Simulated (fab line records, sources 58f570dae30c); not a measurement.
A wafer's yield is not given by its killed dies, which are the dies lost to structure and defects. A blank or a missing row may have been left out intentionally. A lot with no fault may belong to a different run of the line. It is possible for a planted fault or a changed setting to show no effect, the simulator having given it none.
Which tool was responsible? ; flow berkeley cmos170 ; 7 lots, 21 wafers sampled, at 1 step of a route of 331

WHAT THE GAUGES SHOWED, per wafer
UCB170_M1_CD_MEAS_09 targets a cd of 700 nm.
lot;measured;on;cd nm (nm)
L230;day 7 11:33;cd sem-01;701.6 700.7 701.1
L234;day 8 17:32;cd sem-02;696.2 697.3 699.7
L238;day 9 01:12;cd sem-02;699.7 700.8 698.8
L240;day 10 05:01;cd sem-02;701.5 700.5 698.8
L248;day 10 18:10;cd sem-02;698.6 697.7 699.6
L249;day 11 07:25;cd sem-02;698.9 699.4 698.5
L252;day 12 07:55;cd sem-01;698.4 697.3 699.2

EACH LOT AND THE TOOL THAT RAN IT (in order: tool; ch and the chambers of the sampled wafers; start)
Record: no process step prior to these readings.

THE ANSWER, worked out from the rows above alone
Rule: usual is defined by the lots themselves. Put in order of their means at a reading, lots are off if they are a third of the lots or fewer, leave a main group of 4 or more, and stand apart from it by a gap of 3 or more times the standard deviation of the main group's means; of several such gaps the widest counts. The tables above print the reading to a certain number of digits; a main group whose means all agree to those digits is not used. Also off: a lot with no number at a reading for which 4 or more lots have one. The other lots that the step has rows for count as sound.
No lot is off on any of the readings shown, so nothing can be concluded from this.

WHAT THE SIMULATOR HAD PUT IN
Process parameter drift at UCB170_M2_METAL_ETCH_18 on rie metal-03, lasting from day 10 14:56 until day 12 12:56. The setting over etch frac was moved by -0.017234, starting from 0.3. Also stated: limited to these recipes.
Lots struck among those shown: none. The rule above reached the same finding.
